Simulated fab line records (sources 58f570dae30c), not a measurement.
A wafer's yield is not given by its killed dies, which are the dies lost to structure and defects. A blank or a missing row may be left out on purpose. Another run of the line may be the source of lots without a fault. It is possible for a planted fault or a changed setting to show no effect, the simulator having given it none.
Split-lot study ; flow berkeleyCmos170 ; route with 331 steps; 5 lots, 23 wafers read

== SPLIT DETAILS ==
At UCB170_SILICIDE_SPUTTER_01 (material Ti, target thk 30 nm, time 25 s), the setting timeS was moved away from the recipe's 25 s on 10 of the 23 wafers read, by -12.6% to +14.3%. For the rest of the wafers, this setting stayed at what the recipe calls for.

== FROM SPLIT TO READING: 1 step shown by the file between the two ==
- UCB170_SILICIDE_RS_MEAS_02: measures by four-point-probe

== THE READING ==
SILICIDE_TI_THK, in nm, at UCB170_SILICIDE_THK_MEAS_03 (measures by xrf). Fault-free wafers of this fab line usually give 30.26 nm, standard deviation 0.28 nm.

wafer;tool, chamber at the split;timeS as run, s;against the recipe;SILICIDE_TI_THK, nm;against lot-mates on the recipe
L076.1;pvdSputter-03, -;25;recipe;30.01;-
L076.2;pvdSputter-03, -;26.18;+4.7%;31.34;+1.33
L076.3;pvdSputter-03, -;26.18;+4.7%;31.24;+1.23
L076.4;pvdSputter-03, -;25;recipe;30.00;-
L076.6;pvdSputter-03, -;26.18;+4.7%;31.12;+1.11
L077.1;pvdSputter-01, -;21.85;-12.6%;26.50;-3.81
L077.2;pvdSputter-01, -;25;recipe;30.04;-
L077.3;pvdSputter-01, -;21.85;-12.6%;26.30;-4.01
L077.4;pvdSputter-01, -;25;recipe;30.36;-
L077.6;pvdSputter-01, -;25;recipe;30.52;-
L081.4;pvdSputter-02, -;25;recipe;30.11;-
L081.5;pvdSputter-02, -;25;recipe;30.17;-
L081.6;pvdSputter-02, -;25;recipe;30.24;-
L085.1;pvdSputter-03, -;28.57;+14.3%;34.66;+4.33
L085.2;pvdSputter-03, -;28.57;+14.3%;34.62;+4.29
L085.4;pvdSputter-03, -;25;recipe;30.45;-
L085.5;pvdSputter-03, -;28.57;+14.3%;34.68;+4.35
L085.6;pvdSputter-03, -;25;recipe;30.21;-
L084.1;pvdSputter-03, -;23;-8.0%;27.99;-2.26
L084.2;pvdSputter-03, -;25;recipe;30.00;-
L084.3;pvdSputter-03, -;25;recipe;30.45;-
L084.5;pvdSputter-03, -;25;recipe;30.31;-
L084.6;pvdSputter-03, -;23;-8.0%;28.26;-1.99

FIT RESULTS
A straight line over all 23 wafers: SILICIDE_TI_THK changes by +0.297 nm for each +1% of timeS; r = +0.99; the points scatter about the line by 0.24 nm.
The same after taking each lot's own level away (the mean of its wafers on the recipe; 23 wafers): +0.298 nm for each +1%; r = +1.00; scatter 0.17 nm.
The reading moves by 4.3 nm for the largest change in timeS, on that fit.
Across the lots, their own levels run from 30.005 to 30.330 nm, a range of 1.2 times the standard deviation given above.
The two slopes are in agreement: the lot-to-lot level therefore moves the slope only a little.
Check: for one of the wafers moved furthest among these (+14.3%), held out of the fit, the line's prediction against its lot-mates is +4.23 nm. Against them it came out at +4.33 nm.

== ADDITIONAL SPLITS CARRIED BY THESE WAFERS ==
Other splits were also applied to these wafers ahead of the reading. Each is held against what the fit with the lots' levels taken away leaves over:
other split on the same wafers;wafers away from the commonest value;r with SILICIDE_TI_THK (lot level and that fit taken away)
UCB170_NSD_IMPLANT_08 energyKev;6;+0.06

== THE WHOLE CHAIN: every reading that the file lists as answering this split, in the file's order ==
step;what it does;reading;change (the file's fit);r (the file's)
UCB170_SILICIDE_SPUTTER_01;material Ti, target thk 30 nm, time 25 s;Ti_of_SILICIDE_SPUTTER_01.thkNm (the simulator's own value, which no gauge read);+0.296 nm for each +1% of the setting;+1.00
UCB170_SILICIDE_RS_MEAS_02;measures by four-point-probe;SILICIDE_TI_RS;-0.302 for each +1% of the setting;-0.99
UCB170_SILICIDE_THK_MEAS_03;measures by xrf;SILICIDE_TI_THK;+0.298 for each +1% of the setting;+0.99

== FILE'S OWN FIT ==
SILICIDE_TI_THK changes by +0.298 nm for each +1% of timeS, r = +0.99.
